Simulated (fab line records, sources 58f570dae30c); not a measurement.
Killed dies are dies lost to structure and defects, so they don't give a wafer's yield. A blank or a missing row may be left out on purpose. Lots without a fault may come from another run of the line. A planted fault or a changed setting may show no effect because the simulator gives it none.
Which tool did it? | flow berkeley_cmos170 | 13 lots, 39 wafers sampled, at 6 steps of a route of 331

WHAT THE GAUGES READ, wafer by wafer
UCB170_PSD_CD_MEAS_06: target cd 1200 nm. Usual: cd_nm 1199.7 nm, standard deviation 1.5.
lot  | measured     | on        | cd_nm (nm)           | flag
L932 | day 8 00:53  | cd_sem-01 | 1198.4 1198.7 1198.2 |
L933 | day 8 15:14  | cd_sem-01 | 1203.2 1203.8 1202.2 |
L934 | day 8 15:30  | cd_sem-01 | 1199.0 1198.6 1200.0 |
L937 | day 9 05:18  | cd_sem-01 | 1198.8 1197.0 1199.0 |
L939 | day 9 16:59  | cd_sem-02 | 1200.1 1200.1 1199.5 |
L940 | day 9 17:10  | cd_sem-02 | 1197.3 1197.8 1198.9 |
L938 | day 9 16:54  | cd_sem-01 | 1201.7 1201.3 1202.7 |
L948 | day 10 23:33 | cd_sem-01 | 1199.9 1200.8 1201.1 |
L945 | day 10 23:32 | cd_sem-02 | 1197.8 1197.1 1196.3 |
L950 | day 11 04:36 | cd_sem-01 | 1202.6 1201.4 1202.3 |
L949 | day 11 04:52 | cd_sem-01 | 1198.1 1198.8 1198.5 |
L951 | day 12 03:46 | cd_sem-01 | 1199.7 1198.9 1199.5 |
L955 | day 12 13:41 | cd_sem-02 | 1199.0 1198.7 1199.1 |

UCB170_CONTACT_THK_MEAS_02. Usual: CONTACT_PSG_THK 700 nm, standard deviation 5.3.
lot  | measured     | on            | CONTACT_PSG_THK (nm) | flag
L932 | day 8 08:58  | film_metro-03 | 701 709 698          |
L933 | day 9 00:38  | film_metro-02 | 706 700 703          |
L934 | day 9 00:38  | film_metro-01 | 698 709 704          |
L937 | day 9 11:43  | film_metro-02 | 704 708 709          |
L939 | day 9 23:47  | film_metro-03 | 705 696 697          |
L940 | day 9 23:47  | film_metro-01 | 697 696 694          |
L938 | day 10 00:08 | film_metro-02 | 702 703 705          |
L948 | day 11 06:16 | film_metro-01 | 693 694 696          |
L945 | day 11 06:15 | film_metro-03 | 553 557 559          | OFF
L950 | day 11 12:56 | film_metro-03 | 696 699 689          |
L949 | day 11 12:55 | film_metro-01 | 703 702 697          |
L951 | day 12 12:05 | film_metro-02 | 697 695 697          |
L955 | day 12 19:58 | film_metro-03 | 692 696 688          |

UCB170_M1_RS_MEAS_01: measures by four-point-probe. Usual: M1_AL_RS 0.0486 ohm/sq, standard deviation 0.00049.
lot  | measured     | on            | M1_AL_RS (ohm/sq)    | flag
L932 | day 8 11:34  | film_metro-04 | 0.0493 0.0488 0.0494 |
L933 | day 9 04:17  | film_metro-03 | 0.0488 0.0483 0.0492 |
L934 | day 9 04:43  | film_metro-04 | 0.0483 0.0477 0.0478 |
L937 | day 9 15:17  | film_metro-04 | 0.0480 0.0489 0.0485 |
L939 | day 10 02:31 | film_metro-02 | 0.0482 0.0482 0.0483 |
L940 | day 10 02:40 | film_metro-03 | 0.0486 0.0484 0.0485 |
L938 | day 10 02:57 | film_metro-04 | 0.0485 0.0483 0.0485 |
L948 | day 11 09:08 | film_metro-04 | 0.0491 0.0486 0.0488 |
L945 | day 11 08:50 | film_metro-03 | 0.0496 0.0492 0.0488 |
L950 | day 11 16:06 | film_metro-02 | 0.0485 0.0481 0.0483 |
L949 | day 11 15:34 | film_metro-04 | 0.0489 0.0485 0.0487 |
L951 | day 12 15:27 | film_metro-03 | 0.0477 0.0478 0.0475 |
L955 | day 12 22:37 | film_metro-02 | 0.0479 0.0478 0.0479 |

WHICH TOOL RAN EACH LOT (tool, then ch and the chambers of the sampled wafers, then the start)
lot  | UCB170_PLDD_STRIP_10                 | UCB170_CONTACT_CVD_01       | UCB170_CONTACT_ETCH_18
L932 | plasma_asher-04 ch 0,1, day 7 14:55  | lpcvd-02 ch 1, day 8 07:10  | rie_diel-02 ch 0,1,2, day 8 11:34 or earlier
L933 | plasma_asher-01 ch 0,1, day 8 05:44  | lpcvd-01 ch 0, day 8 22:51  | rie_diel-02 ch 0,1,3, day 9 04:17 or earlier
L934 | plasma_asher-01 ch 0,1, day 8 06:01  | lpcvd-01 ch 1, day 8 22:51  | rie_diel-04 ch 0,2, day 9 04:43 or earlier
L937 | plasma_asher-01 ch 0,1, day 8 17:36  | lpcvd-01 ch 1, day 9 09:56  | rie_diel-02 ch 0,3, day 9 15:17 or earlier
L939 | plasma_asher-04 ch 0,1, day 9 06:42  | lpcvd-02 ch 1, day 9 21:59  | rie_diel-04 ch 0,2,3, day 10 02:31 or earlier
L940 | plasma_asher-03 ch 0, day 9 06:56    | lpcvd-02 ch 0, day 9 21:59  | rie_diel-02 ch 1,2,3, day 10 02:40 or earlier
L938 | plasma_asher-04 ch 0,1, day 9 08:06  | lpcvd-01 ch 0, day 9 21:28  | rie_diel-03 ch 0,1,3, day 10 02:57 or earlier
L948 | plasma_asher-04 ch 0,1, day 10 11:19 | lpcvd-01 ch 0, day 11 04:27 | rie_diel-03 ch 0,1,2, day 11 09:08 or earlier
L945 | plasma_asher-03 ch 0,1, day 10 11:47 | lpcvd-01 ch 1, day 11 04:27 | rie_diel-02 ch 1,2,3, day 11 08:50 or earlier
L950 | plasma_asher-03 ch 0,1, day 10 19:10 | lpcvd-02 ch 1, day 11 11:08 | rie_diel-02 ch 1,2,3, day 11 16:06 or earlier
L949 | plasma_asher-04 ch 0,1, day 10 19:22 | lpcvd-02 ch 1, day 11 11:08 | rie_diel-03 ch 0,1, day 11 15:34 or earlier
L951 | plasma_asher-03 ch 0,1, day 11 17:23 | lpcvd-01 ch 0, day 12 10:18 | rie_diel-02 ch 0,1,3, day 12 15:27 or earlier
L955 | plasma_asher-03 ch 0,1, day 12 03:40 | lpcvd-02 ch 0, day 12 18:11 | rie_diel-04 ch 0,3, day 12 22:37 or earlier
- UCB170_PLDD_STRIP_10: strips in O2.
- UCB170_CONTACT_CVD_01: deposits PSG from SiH4/O2/PH3, target thk 700 nm, time 2820 s.
- UCB170_CONTACT_ETCH_18: etches PSG in CHF3/CF4/Ar, stops on TiSi2, target depth 840 nm, time 195 s.

WHAT THE TOOLS THEMSELVES READ (means of the sampled wafers that have a number; where no wafer has one, the mark that the record gives instead)
UCB170_PLDD_STRIP_10. Usual: drypump_motor_current_A 6.04 A, standard deviation 0.27; oes_product_au 0.734 a.u., standard deviation 0.0043; strip_time_to_endpoint_s 21.64 s, standard deviation 0.07.
lot  | tool            | drypump_motor_current_A (A) | oes_product_au (a.u.) | strip_time_to_endpoint_s (s) | flag
L932 | plasma_asher-04 | 5.92                        | 0.732                 | 21.50                        |
L933 | plasma_asher-01 | 6.26                        | 0.733                 | 21.61                        |
L934 | plasma_asher-01 | 6.26                        | 0.736                 | 21.61                        |
L937 | plasma_asher-01 | 6.27                        | 0.735                 | 21.61                        |
L939 | plasma_asher-04 | 5.90                        | 0.732                 | 21.70                        |
L940 | plasma_asher-03 | 6.41                        | 0.737                 | 21.59                        |
L938 | plasma_asher-04 | 5.83                        | 0.734                 | 21.64                        |
L948 | plasma_asher-04 | 5.81                        | 0.730                 | 21.78                        |
L945 | plasma_asher-03 | 6.00                        | 0.729                 | 21.54                        |
L950 | plasma_asher-03 | 6.18                        | 0.734                 | 21.60                        |
L949 | plasma_asher-04 | 5.92                        | 0.731                 | 21.61                        |
L951 | plasma_asher-03 | 5.99                        | 0.737                 | 21.65                        |
L955 | plasma_asher-03 | 5.99                        | 0.730                 | 21.65                        |

UCB170_CONTACT_CVD_01. Usual: susceptor_temp_C 450.02 C, standard deviation 0.27.
lot  | tool     | susceptor_temp_C (C) | flag
L932 | lpcvd-02 | 450.22               |
L933 | lpcvd-01 | 449.75               |
L934 | lpcvd-01 | 449.69               |
L937 | lpcvd-01 | 450.18               |
L939 | lpcvd-02 | 450.31               |
L940 | lpcvd-02 | 449.54               |
L938 | lpcvd-01 | 449.55               |
L948 | lpcvd-01 | 450.07               |
L945 | lpcvd-01 | 450.30               |
L950 | lpcvd-02 | 450.08               |
L949 | lpcvd-02 | 449.83               |
L951 | lpcvd-01 | 450.23               |
L955 | lpcvd-02 | 449.93               |

UCB170_CONTACT_ETCH_18. Usual: drypump_motor_current_A 5.7 A, standard deviation 0.41; oes_product_au 0.891 a.u., standard deviation 0.014; throttle_valve_pct 6.96 %, standard deviation 0.086.
lot  | tool        | drypump_motor_current_A (A) | oes_product_au (a.u.) | throttle_valve_pct (%) | flag
L932 | rie_diel-02 | 5.7                         | 0.902                 | 6.98                   |
L933 | rie_diel-02 | 5.8                         | 0.899                 | 6.94                   |
L934 | rie_diel-04 | 5.6                         | 0.898                 | 6.98                   |
L937 | rie_diel-02 | 5.9                         | 0.899                 | 6.97                   |
L939 | rie_diel-04 | 5.6                         | 0.891                 | 6.93                   |
L940 | rie_diel-02 | 5.4                         | 0.891                 | 7.01                   |
L938 | rie_diel-03 | 5.9                         | 0.890                 | 6.97                   |
L948 | rie_diel-03 | 5.7                         | 0.874                 | 7.01                   |
L945 | rie_diel-02 | 5.4                         | 0.780                 | 7.00                   | OFF
L950 | rie_diel-02 | 5.4                         | 0.892                 | 7.02                   |
L949 | rie_diel-03 | 5.9                         | 0.882                 | 7.02                   |
L951 | rie_diel-02 | 5.8                         | 0.897                 | 6.95                   |
L955 | rie_diel-04 | 5.4                         | 0.880                 | 6.89                   |

THE ANSWER, worked out from the rows above alone
Rule: a lot is off if the mean of its wafers that have a number lies more than 3 standard deviations from the usual mean. A lot without any number at a reading at which 4 lots or more have one is off too. The other lots that the step has rows for count as sound. The gauges are gone through in route order, then the tools' own readings, and for those a lot's mean is taken as printed above. The first step at which some lot is off is used, and at that step the reading that is off furthest; a lot without a number counts as furthest.
Off: L945, at UCB170_CONTACT_THK_MEAS_02 (CONTACT_PSG_THK).
A tool fits if, at a process step before that reading, it ran every lot that is off, and no sound lot after the first of them. The gauges at UCB170_CONTACT_THK_MEAS_02 aren't tried: what is off there is off at UCB170_CONTACT_ETCH_18 too, on other tools, and a gauge's error can't cause that. None of those tried fits.

WHAT THE SIMULATOR HAD PUT IN
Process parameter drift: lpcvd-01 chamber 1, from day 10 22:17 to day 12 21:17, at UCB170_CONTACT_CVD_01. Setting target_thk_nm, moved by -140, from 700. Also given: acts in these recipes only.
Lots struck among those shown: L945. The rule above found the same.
